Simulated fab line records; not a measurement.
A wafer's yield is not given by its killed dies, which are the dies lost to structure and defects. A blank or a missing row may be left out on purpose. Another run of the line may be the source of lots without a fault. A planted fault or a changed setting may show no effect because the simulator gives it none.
Which tool did it? ; flow rit-cmos ; 6 lots, 18 wafers sampled, at 2 steps of a route of 202

## WHAT THE GAUGES SHOWED, per wafer
RIT_SPACER_THK_MEAS_04.
lot;measured;on;SPACER_NITRIDE_THK (nm)
L921;day 3 14:20;film-metro-01;252.7 251.0 249.5
L923;day 3 22:07;film-metro-02;248.0 248.3 249.4
L926;day 4 20:28;film-metro-01;250.9 247.2 248.5
L928;day 5 01:49;film-metro-02;250.0 251.0 249.8
L930;day 5 12:06;film-metro-01;251.6 248.9 249.9
L933;day 6 01:07;film-metro-03;252.1 251.8 252.2

## WHICH TOOL RAN EACH LOT (tool, then ch and the chambers of the sampled wafers, then the start)
lot;RIT_SPACER_CVD_03
L921;lpcvd-02 ch 1, day 3 12:24
L923;lpcvd-01 ch 1, day 3 20:12
L926;lpcvd-01 ch 0, day 4 18:34
L928;lpcvd-01 ch 1, day 4 23:53
L930;lpcvd-02 ch 1, day 5 10:10
L933;lpcvd-01 ch 1, day 5 23:11
- RIT_SPACER_CVD_03: deposits Si3N4 from SiH2Cl2/NH3, target thk 250 nm, time 3300 s.

## THE ANSWER, worked out from the rows above alone
Rule: what is usual is taken from the lots themselves. Put in order of their means at a reading, lots are off if they are a third of the lots or fewer, leave a main group of 4 or more, and stand apart from it by a gap of 3 or more times the standard deviation of the main group's means; of several such gaps the widest counts. A main group is skipped when, at the precision printed for the reading in the tables above, its means are all equal. A lot without any number at a reading at which 4 lots or more have one is off too. Any other lot the step has rows for is counted as sound.
No lot is off at any reading shown: from this, nothing can be told.

## WHAT HAD BEEN PUT IN BY THE SIMULATOR
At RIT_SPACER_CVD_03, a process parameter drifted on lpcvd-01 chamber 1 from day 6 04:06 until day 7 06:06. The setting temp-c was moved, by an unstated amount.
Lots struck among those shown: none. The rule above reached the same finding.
